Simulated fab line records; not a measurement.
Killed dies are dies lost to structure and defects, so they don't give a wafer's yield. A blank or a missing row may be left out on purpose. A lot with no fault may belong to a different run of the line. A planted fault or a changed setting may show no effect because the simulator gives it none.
Commonality check across tools	flow berkeley cmos170	Sampled: 14 lots, 42 wafers

## THE REASON FOR OPENING IT
On 2 of the 14 lots, a flag is raised at UCB170_NLDD_CD_MEAS_06 on the reading cd nm. Wafers without a fault read 1200.2 nm, standard deviation 1.7.
Rule: a lot gets a flag if all its wafers with a number sit over 4 standard deviations from that mean, or if no wafer of it has a number. The other lots count as sound.

lot	measured	on	cd nm (nm), wafer by wafer	flag
L800	day 7 07:36	cd sem-01	1201.7 1201.4 1202.6	
L801	day 7 08:36	cd sem-01	1198.4 1199.6 1198.5	
L803	day 7 08:57	cd sem-02	1203.0 1202.6 1203.0	
L806	day 8 07:54	cd sem-02	1200.4 1199.0 1200.2	
L807	day 8 19:41	cd sem-01	1198.5 1199.1 1198.4	
L809	day 8 20:40	cd sem-02	1199.6 1199.7 1200.1	
L815	day 9 18:43	cd sem-01	1203.4 1204.3 1204.2	
L811	day 9 18:54	cd sem-01	1201.3 1202.3 1201.3	
L813	day 9 19:26	cd sem-01	1199.3 1200.7 1199.5	
L810	day 9 19:28	cd sem-02	1197.1 1197.2 1197.2	
L816	day 9 23:53	cd sem-01	1201.6 1201.7 1201.8	
L819	day 10 18:36	cd sem-02	1199.2 1199.7 1199.7	
L821	day 11 05:14	cd sem-02	1186.2 1187.9 1186.9	FLAGGED
L820	day 11 06:01	cd sem-02	1190.5 1189.8 1189.4	FLAGGED
On average the flagged lots' numbers are 1188.5 nm, which is -11.8 nm against the usual, or -7 standard deviations.

## LOT BY LOT: THE TOOL USED
The record keeps 1 process step preceding the reading, out of 331 steps on the route. In each cell: the tool, then ch and the chambers that the sampled wafers went through, then the start.
lot	flag	UCB170_NLDD_PEB_04
L800		litho track-04 ch 0, day 7 07:00
L801		litho track-01 ch 0, day 7 08:00
L803		litho track-02 ch 0, day 7 08:00
L806		litho track-01 ch 0, day 8 07:38
L807		litho track-04 ch 0, day 8 19:00
L809		litho track-04 ch 0, day 8 20:00
L815		litho track-02 ch 0, day 9 18:27
L811		litho track-01 ch 0, day 9 18:37
L813		litho track-04 ch 0, day 9 19:10
L810		litho track-02 ch 0, day 9 19:12
L816		litho track-01 ch 0, day 9 23:36
L819		litho track-02 ch 0, day 10 18:20
L821	FLAGGED	litho track-01 ch 0, day 11 04:58
L820	FLAGGED	litho track-01 ch 0, day 11 05:44
What is done by these steps:
- UCB170_NLDD_PEB_04
- UCB170_NLDD_CD_MEAS_06: target cd 1200 nm.

## FLAGGED AGAINST TOTAL, ONE TOOL AT A TIME (gauges that did the reading follow at the end)
step	tool	lots run	flagged	share of the flagged lots	sound lots run after its first flagged lot
UCB170_NLDD_PEB_04	litho track-01	6	2	all	0
UCB170_NLDD_PEB_04	litho track-02	4	0	none	-
UCB170_NLDD_PEB_04	litho track-04	4	0	none	-
UCB170_NLDD_CD_MEAS_06	cd sem-01	7	0	none	-
UCB170_NLDD_CD_MEAS_06	cd sem-02	7	2	all	0

## THE TABLE: WHAT IT ALLOWS
2 rows of the table ran every flagged lot: litho track-01 at UCB170_NLDD_PEB_04, cd sem-02 at UCB170_NLDD_CD_MEAS_06.
- litho track-01 at UCB170_NLDD_PEB_04 ran 6 lots, 2 of them flagged. Its last sound lot is L816 (day 9 23:36), its first flagged lot L821 (day 11 04:58): a fault that began between those two fits. Its own readings lie more than 4 standard deviations out on every wafer of the flagged lots: heater power total W, plate temp C.
- cd sem-02 at UCB170_NLDD_CD_MEAS_06 ran 7 lots, 2 of them flagged. Its last sound lot is L819 (day 10 18:36), its first flagged lot L821 (day 11 05:14): a fault that began between those two fits.
Because each of these 2 tools fits a fault that began at some hour, counting lots does not separate them. More lots, or a look at what each step does to the wafer, might.

## WHAT THE SIMULATOR HAD INSERTED
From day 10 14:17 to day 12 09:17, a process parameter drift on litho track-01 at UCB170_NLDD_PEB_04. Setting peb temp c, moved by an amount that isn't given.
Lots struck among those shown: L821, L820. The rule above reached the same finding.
